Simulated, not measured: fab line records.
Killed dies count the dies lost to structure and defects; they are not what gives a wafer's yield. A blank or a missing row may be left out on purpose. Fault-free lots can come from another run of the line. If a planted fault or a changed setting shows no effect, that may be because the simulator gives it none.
fab line records + flow berkeleyCmos170
[record]
- lots = 14
- wafers = 42
- lastDay = 13
route steps=331 shown NSD@193 V2@296 M3@314
lots that met no fault: from a run of the same line without faults
startH: the number of hours between the record's first day and the start of the first shown wafer of the lot + waitH: hours elapsed since this lot's preceding step + " repeats the value in the row above + L1.1+2: a row that stands for several wafers + - either no value or no given start + * or withheld: withheld + < > ~ a bound
route shown NAME@n: NAME is a module with steps in the file, n the number in the route of the first one + usual: mean and standard deviation over wafers with no fault + same: alike in all rows + chamber/n: place in a boat + sites: per-site readings + _std_site: how widely they spread, as a standard deviation + _edge_site: the outer-site mean with the inner-site mean subtracted + radiusMm: how far each site lies from the wafer's centre + mask NAME#n: copy n + behind: the most recent tool/chamber to have shaped the wafer + hold: reason for holding the lot/hours on hold/outcome of the hold + device: transistor that didn't switch, given as n, p or np + end of line: the same wafers' tests at the end of the route + for a step that has no rows: nothing shown but its recipe + killed: dies lost to structure and defects at the first sort, not the wafer's yield + map: the dies of a wafer, with x for killed, . for not killed, _ for no die there
set.NAME: the setting the step ran with; set.NAME@STEP: the setting that earlier step ran with + model.NAME: the simulator's own value behind a step, which no gauge read
one table for each step of the route and one row for each wafer, over a sample of lots
services: when a tool's chamber went out of use (startH, in hours from the record's first day, below 0 if earlier), for how many hours, and the reason
[[steps]]
[step UCB170_NSD_CD_MEAS_06]
[recipe]
- targetCdNm = 1200
[usual]
- cdNm = 1199.8/1.2
| lot.wafer | tool     | chamber | startH | waitH | cdNm   |
|-----------|----------|---------|--------|-------|--------|
| L289.1    | cdSem-02 | -       | 166.58 | -     | 1198.1 |
| L289.2    | "        | -       | "      | "     | 1198.1 |
| L289.3    | "        | -       | "      | "     | 1201.1 |
| L294.2    | cdSem-02 | -       | 178.02 | -     | 1200.2 |
| L294.4    | "        | -       | "      | "     | 1199.6 |
| L294.5    | "        | -       | "      | "     | 1199.1 |
| L291.1    | cdSem-02 | -       | 178.12 | -     | 1199.6 |
| L291.3    | "        | -       | "      | "     | 1199.6 |
| L291.4    | "        | -       | "      | "     | 1200.9 |
| L292.1    | cdSem-02 | -       | 178.24 | -     | 1201.3 |
| L292.2    | "        | -       | "      | "     | 1201.0 |
| L292.3    | "        | -       | "      | "     | 1202.8 |
| L297.2    | cdSem-02 | -       | 203.53 | -     | 1200.2 |
| L297.4    | "        | -       | "      | "     | 1200.7 |
| L297.5    | "        | -       | "      | "     | 1200.5 |
| L296.2    | cdSem-01 | -       | 203.81 | -     | 1198.4 |
| L296.3    | "        | -       | "      | "     | 1198.7 |
| L296.5    | "        | -       | "      | "     | 1199.6 |
| L301.1    | cdSem-02 | -       | 209.48 | -     | 1198.7 |
| L301.3    | "        | -       | "      | "     | 1197.4 |
| L301.5    | "        | -       | "      | "     | 1198.3 |
| L306.2    | cdSem-01 | -       | 240.60 | -     | 1200.4 |
| L306.4    | "        | -       | "      | "     | 1200.4 |
| L306.5    | "        | -       | "      | "     | 1199.4 |
| L304.1    | cdSem-02 | -       | 240.79 | -     | 1200.1 |
| L304.4    | "        | -       | "      | "     | 1199.7 |
| L304.6    | "        | -       | "      | "     | 1200.9 |
| L307.2    | cdSem-01 | -       | 250.63 | -     | 1197.9 |
| L307.4    | "        | -       | "      | "     | 1198.7 |
| L307.6    | "        | -       | "      | "     | 1197.4 |
| L309.1    | cdSem-02 | -       | 273.87 | -     | 1200.2 |
| L309.2    | "        | -       | "      | "     | 1199.3 |
| L309.5    | "        | -       | "      | "     | 1199.9 |
| L310.2    | cdSem-02 | -       | 274.16 | -     | 1199.9 |
| L310.3    | "        | -       | "      | "     | 1198.5 |
| L310.6    | "        | -       | "      | "     | 1199.2 |
| L311.2    | cdSem-01 | -       | 274.34 | -     | 1200.4 |
| L311.3    | "        | -       | "      | "     | 1201.7 |
| L311.6    | "        | -       | "      | "     | 1201.0 |
| L312.1    | cdSem-01 | -       | 278.75 | -     | 1201.2 |
| L312.2    | "        | -       | "      | "     | 1202.0 |
| L312.5    | "        | -       | "      | "     | 1200.5 |
[step UCB170_V2_THK_MEAS_04]
[recipe]
- reads = SiO2_of_V2_CVD_00
[usual]
- V2_POLISHED_THK = 999.8/1.6
| lot.wafer | tool         | chamber | startH | waitH | V2_POLISHED_THK[nm] |
|-----------|--------------|---------|--------|-------|---------------------|
| L289.1    | filmMetro-02 | -       | 185.32 | 0.1   | 999.8               |
| L289.2    | "            | -       | "      | "     | 999.0               |
| L289.3    | "            | -       | "      | "     | 1001.5              |
| L294.2    | filmMetro-03 | -       | 197.76 | 0.1   | 997.2               |
| L294.4    | "            | -       | "      | "     | 1000.8              |
| L294.5    | "            | -       | "      | "     | 999.0               |
| L291.1    | filmMetro-01 | -       | 198.42 | 0.1   | 1000.2              |
| L291.3    | "            | -       | "      | "     | 999.3               |
| L291.4    | "            | -       | "      | "     | 996.0               |
| L292.1    | filmMetro-03 | -       | 201.25 | 0.1   | 1001.0              |
| L292.2    | "            | -       | "      | "     | 1001.1              |
| L292.3    | "            | -       | "      | "     | 1001.7              |
| L297.2    | filmMetro-01 | -       | 219.41 | 0.1   | 998.9               |
| L297.4    | "            | -       | "      | "     | 1004.0              |
| L297.5    | "            | -       | "      | "     | 1003.3              |
| L296.2    | filmMetro-01 | -       | 221.23 | 0.1   | 999.5               |
| L296.3    | "            | -       | "      | "     | 1000.8              |
| L296.5    | "            | -       | "      | "     | 1002.7              |
| L301.1    | filmMetro-03 | -       | 226.76 | 0.1   | 996.0               |
| L301.3    | "            | -       | "      | "     | 999.5               |
| L301.5    | "            | -       | "      | "     | 999.1               |
| L306.2    | filmMetro-02 | -       | 258.10 | 0.1   | 997.9               |
| L306.4    | "            | -       | "      | "     | 995.7               |
| L306.5    | "            | -       | "      | "     | 999.4               |
| L304.1    | filmMetro-03 | -       | 261.11 | 0.1   | 1001.9              |
| L304.4    | "            | -       | "      | "     | 999.8               |
| L304.6    | "            | -       | "      | "     | 1000.9              |
| L307.2    | filmMetro-03 | -       | 269.66 | 0.1   | 999.7               |
| L307.4    | "            | -       | "      | "     | 999.3               |
| L307.6    | "            | -       | "      | "     | 997.5               |
| L309.1    | filmMetro-01 | -       | 291.77 | 0.1   | 998.6               |
| L309.2    | "            | -       | "      | "     | 1001.6              |
| L309.5    | "            | -       | "      | "     | 1001.5              |
| L310.2    | filmMetro-01 | -       | 293.45 | 0.1   | 998.2               |
| L310.3    | "            | -       | "      | "     | 999.8               |
| L310.6    | "            | -       | "      | "     | 1000.4              |
| L311.2    | filmMetro-03 | -       | 293.68 | 0.1   | 999.1               |
| L311.3    | "            | -       | "      | "     | 999.9               |
| L311.6    | "            | -       | "      | "     | 999.3               |
| L312.1    | filmMetro-02 | -       | 299.96 | 0.1   | 998.9               |
| L312.2    | "            | -       | "      | "     | 997.0               |
| L312.5    | "            | -       | "      | "     | 1000.2              |
[step UCB170_M3_COAT_05]
[recipe]
- resist = KrF
- spinRpm = 1500
- resistThkNm = 900
| lot.wafer  | tool          | chamber | startH | waitH |
|------------|---------------|---------|--------|-------|
| L289.1+2+3 | lithoTrack-01 | 0       | 187.85 | 0.1   |
| L294.2+4+5 | lithoTrack-02 | 0       | 200.16 | 0.1   |
| L291.1+3+4 | lithoTrack-02 | 0       | 201.49 | 0.1   |
| L292.1+2+3 | lithoTrack-02 | 0       | 204.31 | 0.1   |
| L297.2+4+5 | lithoTrack-04 | 0       | 222.18 | 0.1   |
| L296.2+3+5 | lithoTrack-02 | 0       | 224.63 | 0.1   |
| L301.1+3+5 | lithoTrack-02 | 0       | 229.64 | 0.1   |
| L306.2+4+5 | lithoTrack-01 | 0       | 261.40 | 0.1   |
| L304.1+4+6 | lithoTrack-01 | 0       | 263.22 | 0.1   |
| L307.2+4+6 | lithoTrack-04 | 0       | 271.79 | 0.1   |
| L309.1+2+5 | lithoTrack-01 | 0       | 295.03 | 0.1   |
| L310.2+3+6 | lithoTrack-02 | 0       | 296.89 | 0.1   |
| L311.2+3+6 | lithoTrack-04 | 0       | 297.17 | 0.1   |
| L312.1+2+5 | lithoTrack-01 | 0       | 302.18 | 0.1   |
[step UCB170_M3_STRIP_07]
[recipe]
- chemistry = O2
- powerW = 400
- pressureMtorr = 3500
- platenTempC = withheld
- o2FlowSccm = 400
- overashFraction = 0.5
[usual]
- drypumpMotorCurrentA = 5.5/0.45
- oesProductAu = 0.735/0.0048
- stripTimeToEndpointS = 21.93/0.061
| lot.wafer | tool           | chamber | startH | waitH | drypumpMotorCurrentA | oesProductAu | rfHoursCounterH | stripTimeToEndpointS |
|-----------|----------------|---------|--------|-------|----------------------|--------------|-----------------|----------------------|
| L289.1    | plasmaAsher-02 | 1       | 188.15 | 0.1   | 4.7                  | 0.727        | 7               | 22.04                |
| L289.2    | "              | 0       | "      | "     | 5.5                  | 0.738        | 7               | 22.02                |
| L289.3    | "              | 0       | "      | "     | 5.6                  | 0.730        | -               | 22.07                |
| L294.2    | plasmaAsher-03 | 0       | 200.44 | 0.1   | 5.2                  | 0.743        | 48              | 21.93                |
| L294.4    | "              | 1       | "      | "     | 5.8                  | 0.733        | -               | 21.94                |
| L294.5    | "              | 1       | "      | "     | 5.8                  | 0.729        | -               | 21.92                |
| L291.1    | plasmaAsher-04 | 1       | 201.79 | 0.1   | 6.1                  | 0.732        | 52              | 22.05                |
| L291.3    | "              | 0       | "      | "     | 5.7                  | 0.736        | -               | 21.95                |
| L291.4    | "              | 1       | "      | "     | 6.1                  | 0.737        | -               | 21.94                |
| L292.1    | plasmaAsher-03 | 1       | 204.61 | 0.1   | 5.8                  | 0.731        | 49              | 21.95                |
| L292.2    | "              | 0       | "      | "     | 5.1                  | 0.740        | 49              | 21.96                |
| L292.3    | "              | 0       | "      | "     | 5.1                  | 0.732        | -               | 21.97                |
| L297.2    | plasmaAsher-04 | 0       | 222.46 | 0.1   | 5.8                  | 0.735        | 54              | 21.88                |
| L297.4    | "              | 1       | "      | "     | 6.1                  | 0.734        | -               | 21.86                |
| L297.5    | "              | 0       | "      | "     | 5.8                  | 0.729        | -               | 21.94                |
| L296.2    | plasmaAsher-03 | 1       | 224.90 | 0.1   | 5.8                  | 0.739        | 51              | 22.65                |
| L296.3    | "              | 1       | "      | "     | 5.8                  | 0.726        | -               | 22.63                |
| L296.5    | "              | 0       | "      | "     | 5.1                  | 0.738        | -               | 22.55                |
| L301.1    | plasmaAsher-02 | 0       | 229.94 | 0.1   | 5.5                  | 0.736        | 12              | 22.63                |
| L301.3    | "              | 0       | "      | "     | 5.5                  | 0.735        | -               | 22.72                |
| L301.5    | "              | 0       | "      | "     | 5.5                  | 0.737        | -               | 22.66                |
| L306.2    | plasmaAsher-03 | 1       | 261.68 | 0.1   | 5.8                  | 0.730        | 54              | 21.85                |
| L306.4    | "              | 0       | "      | "     | 5.2                  | 0.737        | -               | 21.80                |
| L306.5    | "              | 0       | "      | "     | 5.1                  | 0.734        | -               | 21.82                |
| L304.1    | plasmaAsher-02 | 0       | 263.52 | 0.1   | 5.5                  | 0.736        | 15              | 21.95                |
| L304.4    | "              | 0       | "      | "     | 5.5                  | 0.728        | -               | 21.91                |
| L304.6    | "              | 0       | "      | "     | 5.5                  | 0.735        | -               | 21.93                |
| L307.2    | plasmaAsher-02 | 1       | 272.06 | 0.1   | 4.7                  | 0.735        | 16              | 21.92                |
| L307.4    | "              | 1       | "      | "     | 4.7                  | 0.744        | -               | 21.89                |
| L307.6    | "              | 1       | "      | "     | 4.8                  | 0.734        | -               | 21.93                |
| L309.1    | plasmaAsher-03 | 1       | 295.33 | 0.1   | 5.8                  | 0.733        | 58              | 21.90                |
| L309.2    | "              | 0       | "      | "     | 5.1                  | 0.728        | 58              | 21.88                |
| L309.5    | "              | 1       | "      | "     | 5.8                  | 0.742        | -               | 21.96                |
| L310.2    | plasmaAsher-02 | 1       | 297.17 | 0.1   | 4.8                  | 0.734        | 18              | 21.89                |
| L310.3    | "              | 0       | "      | "     | 5.5                  | 0.744        | -               | 21.87                |
| L310.6    | "              | 0       | "      | "     | 5.6                  | 0.739        | -               | 21.90                |
| L311.2    | plasmaAsher-03 | 1       | 297.44 | 0.1   | 5.8                  | 0.736        | 58              | 21.99                |
| L311.3    | "              | 1       | "      | "     | 5.8                  | 0.729        | -               | 21.96                |
| L311.6    | "              | 1       | "      | "     | 5.8                  | 0.739        | -               | 21.94                |
| L312.1    | plasmaAsher-02 | 1       | 302.48 | 0.1   | 4.8                  | 0.739        | 19              | 21.94                |
| L312.2    | "              | 0       | "      | "     | 5.6                  | 0.727        | 19              | 21.89                |
| L312.5    | "              | 1       | "      | "     | 4.8                  | 0.735        | -               | 21.93                |
[step UCB170_M3_CD_MEAS_15]
[recipe]
- targetCdNm = 700
[usual]
- cdNm = 699.8/1.5
| lot.wafer | tool     | chamber | startH | waitH | cdNm  |
|-----------|----------|---------|--------|-------|-------|
| L289.1    | cdSem-02 | -       | 191.86 | -     | 698.8 |
| L289.2    | "        | -       | "      | "     | 699.5 |
| L289.3    | "        | -       | "      | "     | 697.9 |
| L294.2    | cdSem-02 | -       | 202.81 | -     | 700.3 |
| L294.4    | "        | -       | "      | "     | 701.4 |
| L294.5    | "        | -       | "      | "     | 700.9 |
| L291.1    | cdSem-01 | -       | 203.58 | -     | 696.0 |
| L291.3    | "        | -       | "      | "     | 696.7 |
| L291.4    | "        | -       | "      | "     | 696.4 |
| L292.1    | cdSem-01 | -       | 206.20 | -     | 702.3 |
| L292.2    | "        | -       | "      | "     | 701.4 |
| L292.3    | "        | -       | "      | "     | 702.6 |
| L297.2    | cdSem-01 | -       | 224.38 | -     | 698.9 |
| L297.4    | "        | -       | "      | "     | 699.5 |
| L297.5    | "        | -       | "      | "     | 698.8 |
| L296.2    | cdSem-02 | -       | 227.59 | -     | 699.1 |
| L296.3    | "        | -       | "      | "     | 699.9 |
| L296.5    | "        | -       | "      | "     | 699.8 |
| L301.1    | cdSem-02 | -       | 231.23 | -     | 699.3 |
| L301.3    | "        | -       | "      | "     | 699.4 |
| L301.5    | "        | -       | "      | "     | 701.8 |
| L306.2    | cdSem-01 | -       | 262.81 | -     | 697.4 |
| L306.4    | "        | -       | "      | "     | 697.4 |
| L306.5    | "        | -       | "      | "     | 698.8 |
| L304.1    | cdSem-02 | -       | 265.16 | -     | 695.9 |
| L304.4    | "        | -       | "      | "     | 697.6 |
| L304.6    | "        | -       | "      | "     | 696.9 |
| L307.2    | cdSem-01 | -       | 273.62 | -     | 701.7 |
| L307.4    | "        | -       | "      | "     | 701.1 |
| L307.6    | "        | -       | "      | "     | 701.6 |
| L309.1    | cdSem-02 | -       | 297.44 | -     | 701.5 |
| L309.2    | "        | -       | "      | "     | 701.7 |
| L309.5    | "        | -       | "      | "     | 702.3 |
| L310.2    | cdSem-02 | -       | 299.60 | -     | 697.6 |
| L310.3    | "        | -       | "      | "     | 698.6 |
| L310.6    | "        | -       | "      | "     | 699.3 |
| L311.2    | cdSem-01 | -       | 299.64 | -     | 699.0 |
| L311.3    | "        | -       | "      | "     | 699.6 |
| L311.6    | "        | -       | "      | "     | 699.1 |
| L312.1    | cdSem-01 | -       | 303.80 | -     | 699.1 |
| L312.2    | "        | -       | "      | "     | 697.2 |
| L312.5    | "        | -       | "      | "     | 698.1 |
[[services]]
| tool           | chamber | startH | hours | kind   |
|----------------|---------|--------|-------|--------|
| plasmaAsher-03 | -       | 230.01 | 2.0   | repair |
| plasmaAsher-03 | -       | 243.18 | 2.2   | repair |
| plasmaAsher-02 | -       | 286.19 | 2.1   | repair |
[[key]]
[firstSign]
- step = UCB170_M3_STRIP_07
- reading = stripTimeToEndpointS
- direction = up
- sigmas = 12
- usual = *
- struck = *
effect none on later readings
metAt UCB170_M3_COAT_05
struckLots L296,L301
sortLeftOut L296.2,L296.3,L296.5,L301.1,L301.3,L301.5
notActingAt UCB170_NSD_CD_MEAS_06,UCB170_V2_THK_MEAS_04,UCB170_M3_CD_MEAS_15
onsetBetween 204.31 224.63
[fault]
- kind = processParameterDrift
- tool = lithoTrack-02
- chamber = -
- onsetH = 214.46
- steps = UCB170_M3_COAT_05
- channel = resistThkNm
- offset = *
- shape = step
- endH = 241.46
- actsIn = *
- stated = *
// sortLeftOut: the simulated sort isn't trusted on such a fault, so these wafers' sort isn't shown, and their yield isn't known
